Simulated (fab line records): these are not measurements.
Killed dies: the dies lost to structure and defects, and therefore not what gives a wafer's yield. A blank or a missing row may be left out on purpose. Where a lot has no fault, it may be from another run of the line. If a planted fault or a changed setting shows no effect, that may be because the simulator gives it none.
Split-lot trial + flow berkeley cmos170 + 23 wafers read from 5 lots, route of 331 steps

SPLIT DETAILS
At UCB170_M2_SPUTTER_01 (material Al, target thk 900 nm, time 120 s), the setting time s was moved away from the recipe's 120 s on 10 of the 23 wafers read, by -10.8% to -7.1%. For the rest of the wafers, this setting stayed at what the recipe calls for.

FROM THE SPLIT TO THE READING: what the file shows between them, 1 step
- UCB170_M2_RS_MEAS_02: measures by four-point-probe

THE READING
M2_AL_THK, in nm, at UCB170_M2_THK_MEAS_03 (measures by xrf). Fault-free wafers of this fab line usually give 897 nm, standard deviation 7.8 nm.

| wafer  | tool, chamber at the split | time s as run, s | against the recipe | M2_AL_THK, nm | against lot-mates on the recipe |
|--------|----------------------------|------------------|--------------------|---------------|---------------------------------|
| L076.1 | pvd sputter-02, -          | 120              | recipe             | 904           | -                               |
| L076.2 | pvd sputter-02, -          | 120              | recipe             | 890           | -                               |
| L076.3 | pvd sputter-02, -          | 108.6            | -9.5%              | 814           | -84                             |
| L076.4 | pvd sputter-02, -          | 108.6            | -9.5%              | 808           | -90                             |
| L076.6 | pvd sputter-02, -          | 120              | recipe             | 900           | -                               |
| L077.1 | pvd sputter-02, -          | 108.7            | -9.4%              | 810           | -77                             |
| L077.2 | pvd sputter-02, -          | 108.7            | -9.4%              | 804           | -83                             |
| L077.3 | pvd sputter-02, -          | 120              | recipe             | 886           | -                               |
| L077.4 | pvd sputter-02, -          | 120              | recipe             | 890           | -                               |
| L077.6 | pvd sputter-02, -          | 120              | recipe             | 885           | -                               |
| L081.4 | pvd sputter-02, -          | 120              | recipe             | 911           | -                               |
| L081.5 | pvd sputter-02, -          | 120              | recipe             | 897           | -                               |
| L081.6 | pvd sputter-02, -          | 120              | recipe             | 910           | -                               |
| L085.1 | pvd sputter-03, -          | 120              | recipe             | 904           | -                               |
| L085.2 | pvd sputter-03, -          | 107.1            | -10.8%             | 810           | -93                             |
| L085.4 | pvd sputter-03, -          | 120              | recipe             | 902           | -                               |
| L085.5 | pvd sputter-03, -          | 107.1            | -10.8%             | 802           | -101                            |
| L085.6 | pvd sputter-03, -          | 107.1            | -10.8%             | 799           | -104                            |
| L084.1 | pvd sputter-03, -          | 111.5            | -7.1%              | 846           | -57                             |
| L084.2 | pvd sputter-03, -          | 120              | recipe             | 900           | -                               |
| L084.3 | pvd sputter-03, -          | 111.5            | -7.1%              | 841           | -62                             |
| L084.5 | pvd sputter-03, -          | 120              | recipe             | 906           | -                               |
| L084.6 | pvd sputter-03, -          | 111.5            | -7.1%              | 846           | -57                             |

THE FIT
A straight line over all 23 wafers: M2_AL_THK changes by +8.97 nm for each +1% of time s; r = +0.98; the points scatter about the line by 8.1 nm.
The same after taking each lot's own level away (the mean of its wafers on the recipe; 23 wafers): +8.94 nm for each +1%; r = +0.99; scatter 4.9 nm.
According to that fit, moving time s by its largest amount changes the reading by 96 nm.
The span of the lots' own levels, 887.0 to 906.0 nm, comes to 2.4 times the standard deviation stated above.
The two slopes agree, so the slope changes little with the lot-to-lot level.
Check: -96.2 nm against its lot-mates is what the line predicts for one of the wafers moved furthest among these (-10.8%) when that wafer is left out of the fit. It came out at -93 nm against them.

FURTHER SPLITS ON THESE WAFERS
Other splits were also applied to these wafers ahead of the reading. Each is held against what the fit with the lots' levels taken away leaves over:
| other split on the same wafers       | wafers away from the commonest value | r with M2_AL_THK (lot level and that fit taken away) |
|--------------------------------------|--------------------------------------|------------------------------------------------------|
| UCB170_NSD_IMPLANT_08 energy kev     | 6                                    | +0.41                                                |
| UCB170_SILICIDE_SPUTTER_01 time s    | 10                                   | -0.29                                                |
| UCB170_CONTACT_COAT_04 resist thk nm | 10                                   | +0.25                                                |
| UCB170_M1_EXPOSE_06 dose mj          | 9                                    | -0.20                                                |
| UCB170_M1_STRIP_13 o2 flow sccm      | 12                                   | +0.35                                                |

THE WHOLE CHAIN: every reading that the file lists as answering this split, in the file's order
| step                  | what it does                               | reading                                                                     | change (the file's fit)               | r (the file's) |
|-----------------------|--------------------------------------------|-----------------------------------------------------------------------------|---------------------------------------|----------------|
| UCB170_M2_SPUTTER_01  | material Al, target thk 900 nm, time 120 s | Al_of_M2_SPUTTER_01.thk nm (the simulator's own value, which no gauge read) | +8.99 nm for each +1% of the setting  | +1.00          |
| UCB170_M2_RS_MEAS_02  | measures by four-point-probe               | M2_AL_RS                                                                    | -0.000357 for each +1% of the setting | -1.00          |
| UCB170_M2_THK_MEAS_03 | measures by xrf                            | M2_AL_THK                                                                   | +8.86 for each +1% of the setting     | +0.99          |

FILE'S OWN FIT
M2_AL_THK changes by +8.86 nm for each +1% of time s, r = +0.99.
